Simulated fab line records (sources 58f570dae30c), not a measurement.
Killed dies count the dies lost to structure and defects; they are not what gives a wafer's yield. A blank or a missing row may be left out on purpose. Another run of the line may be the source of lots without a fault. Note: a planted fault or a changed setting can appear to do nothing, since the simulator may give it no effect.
Which of the tools did it? + flow berkeleyCmos170 + Sampling: 7 lots, 21 wafers, 3 of 331 route steps

== WHAT EACH GAUGE READ, for each wafer ==
UCB170_NSD_CD_MEAS_06: the cd target is 1200 nm.
| lot  | measured     | on       | cdNm (nm)            |
|------|--------------|----------|----------------------|
| L591 | day 7 11:32  | cdSem-01 | 1199.5 1199.2 1199.7 |
| L593 | day 8 13:28  | cdSem-01 | - - -                |
| L595 | day 8 20:44  | cdSem-01 | - - -                |
| L603 | day 10 23:13 | cdSem-01 | 1199.9 1199.7 1200.3 |
| L607 | day 11 10:08 | cdSem-01 | 1199.3 1197.7 1198.7 |
| L608 | day 11 10:22 | cdSem-01 | 1199.5 1200.2 1199.7 |
| L612 | day 12 23:49 | cdSem-01 | 1198.6 1199.2 1198.5 |

== WHICH TOOL RAN EACH LOT (tool, then ch and the chambers of the sampled wafers, then the start) ==
| lot  | UCB170_GATE_STRIP_16                | UCB170_NSD_COAT_01               |
|------|-------------------------------------|----------------------------------|
| L591 | plasmaAsher-02 ch 1, day 6 17:35    | lithoTrack-03 ch 0, day 7 09:51  |
| L593 | plasmaAsher-01 ch 0,1, day 7 22:23  | lithoTrack-03, day 8 12:19       |
| L595 | plasmaAsher-03 ch 0,1, day 8 04:31  | lithoTrack-03, day 8 19:26       |
| L603 | plasmaAsher-01 ch 0,1, day 10 04:11 | lithoTrack-03 ch 0, day 10 21:44 |
| L607 | plasmaAsher-02 ch 0,1, day 10 19:03 | lithoTrack-02 ch 0, day 11 08:54 |
| L608 | plasmaAsher-03 ch 1, day 10 19:32   | lithoTrack-02 ch 0, day 11 09:21 |
| L612 | plasmaAsher-02 ch 0,1, day 12 06:11 | lithoTrack-02 ch 0, day 12 22:31 |
- UCB170_GATE_STRIP_16: strips in O2.
- UCB170_NSD_COAT_01: resist thk 900 nm.

== THE ANSWER, worked out from the rows above alone ==
Rule: the usual values come from the lots themselves. The widest of any qualifying gaps counts: lots, ordered by their means at a reading, are off when they make up no more than a third of the lots, leave a main group of 4 or more, and stand apart from it by 3 or more times the standard deviation of that group's means. If all means in a main group match to the digits the tables above print for the reading, that group is not used. A lot without any number at a reading at which 4 lots or more have one is off too. Any other lot the step has rows for is counted as sound.
Off, at UCB170_NSD_CD_MEAS_06 on cdNm: L593, L595. Without a number there: L593, L595. Mean 1199.3 nm and standard deviation 0.56 in the main group.
A tool fits if, at a process step before that reading, it ran every lot that is off, and no sound lot after the first of them. Those tools and the gauges at UCB170_NSD_CD_MEAS_06 are tried in the same way. Of those tried, none fits.

== WHAT WAS PUT IN BY THE SIMULATOR ==
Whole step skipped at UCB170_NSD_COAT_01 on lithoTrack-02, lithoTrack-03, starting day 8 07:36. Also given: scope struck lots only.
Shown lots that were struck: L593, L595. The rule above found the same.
